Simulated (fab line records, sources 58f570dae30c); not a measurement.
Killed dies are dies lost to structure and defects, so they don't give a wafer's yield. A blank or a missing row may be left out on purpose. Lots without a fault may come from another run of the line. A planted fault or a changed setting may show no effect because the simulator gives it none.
Split-lot experiment | flow berkeley_cmos170 | 5 lots, 23 wafers read, on a route of 331 steps

THE SPLIT
At UCB170_NLDD_COAT_01 (resist thk 900 nm), the setting spin_rpm was moved away from the recipe's 1500 rpm on 7 of the 23 wafers read, by -6.7% to +6.3%. The other wafers ran this setting at the recipe's value.

The reading is taken at the split's own step.

THE READING
KrF_of_NLDD_COAT_01.thk_nm (the simulator's own value, which no gauge read), in nm, at UCB170_NLDD_COAT_01 (resist thk 900 nm). The file gives no usual value for it. The 16 wafers here that ran the recipe average 902.5 nm, standard deviation 3 nm.

wafer  | tool, chamber at the split | spin_rpm as run, rpm | against the recipe | KrF_of_NLDD_COAT_01.thk_nm, nm | against lot-mates on the recipe
L077.1 | litho_track-04, 0          | 1400                 | -6.7%              | 933.9                          | +30.2
L077.2 | litho_track-04, 0          | 1500                 | recipe             | 905.7                          | -
L077.3 | litho_track-04, 0          | 1500                 | recipe             | 902.2                          | -
L077.5 | litho_track-04, 0          | 1500                 | recipe             | 903.1                          | -
L077.6 | litho_track-04, 0          | 1400                 | -6.7%              | 935.8                          | +32.1
L079.1 | litho_track-04, 0          | 1595                 | +6.3%              | 874                            | -28.4
L079.3 | litho_track-04, 0          | 1500                 | recipe             | 901.4                          | -
L079.5 | litho_track-04, 0          | 1500                 | recipe             | 901.4                          | -
L079.4 | litho_track-04, 0          | 1500                 | recipe             | 904.3                          | -
L079.6 | litho_track-04, 0          | 1595                 | +6.3%              | 876.1                          | -26.3
L081.1 | litho_track-04, 0          | 1426                 | -4.9%              | 924.9                          | +22.6
L081.2 | litho_track-04, 0          | 1426                 | -4.9%              | 922.4                          | +20.1
L081.3 | litho_track-04, 0          | 1500                 | recipe             | 902.9                          | -
L081.4 | litho_track-04, 0          | 1426                 | -4.9%              | 925.8                          | +23.5
L081.6 | litho_track-04, 0          | 1500                 | recipe             | 901.7                          | -
L084.2 | litho_track-04, 0          | 1500                 | recipe             | 905.4                          | -
L084.3 | litho_track-04, 0          | 1500                 | recipe             | 905.8                          | -
L084.4 | litho_track-04, 0          | 1500                 | recipe             | 904.8                          | -
L084.5 | litho_track-04, 0          | 1500                 | recipe             | 904.8                          | -
L084.6 | litho_track-04, 0          | 1500                 | recipe             | 904.9                          | -
L082.1 | litho_track-03, 0          | 1500                 | recipe             | 896.2                          | -
L082.3 | litho_track-03, 0          | 1500                 | recipe             | 897.4                          | -
L082.6 | litho_track-03, 0          | 1500                 | recipe             | 897.3                          | -

THE FIT
A straight line over all 23 wafers: KrF_of_NLDD_COAT_01.thk_nm changes by -4.54 nm for each +1% of spin_rpm; r = -0.98; the points scatter about the line by 2.8 nm.
The same after taking each lot's own level away (the mean of its wafers on the recipe; 23 wafers): -4.48 nm for each +1%; r = -1.00; scatter 1.2 nm.
On that fit, the largest move of spin_rpm shifts the reading by 30 nm.
The lots' own levels span 896.97 to 905.14 nm, that is 2.7 times the standard deviation above.
So the lot-to-lot level changes the slope little: the two slopes agree.
Check: with one of the wafers moved furthest among these (-6.7%) left out of the fit, the line predicts +30 nm for it against its lot-mates. It came out at +30.2 nm against them.

OTHER SPLITS ON THESE WAFERS
These wafers also went through other splits before the reading. Each is held against what the fit with the lots' levels taken away leaves over:
other split on the same wafers      | wafers away from the commonest value | r with KrF_of_NLDD_COAT_01.thk_nm (lot level and that fit taken away)
UCB170_NWELL_OXIDATION_01 temp_c    | 15                                   | +0.11
UCB170_PWELL_OXIDATION_02 ox_time_s | 15                                   | +0.06
UCB170_NVT_IMPLANT_07 dose_cm2      | 4                                    | -0.03
UCB170_GATE_OXIDATION_01 ox_time_s  | 15                                   | +0.04
UCB170_GATE_PEB_10 peb_temp_c       | 11                                   | +0.26
UCB170_PLDD_EXPOSE_03 dose_mj       | 4                                    | -0.10

THE WHOLE CHAIN: every reading that the file lists as answering this split, in the file's order
step                 | what it does      | reading                                                                     | change (the file's fit)              | r (the file's)
UCB170_NLDD_COAT_01  | resist thk 900 nm | KrF_of_NLDD_COAT_01.thk_nm (the simulator's own value, which no gauge read) | -4.5 nm for each +1% of the setting  | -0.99
UCB170_NLDD_STRIP_10 | strips in O2      | strip_time_to_endpoint_s                                                    | withheld for each +1% of the setting | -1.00

THE FILE'S OWN FIT
KrF_of_NLDD_COAT_01.thk_nm changes by -4.5 nm for each +1% of spin_rpm, r = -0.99.
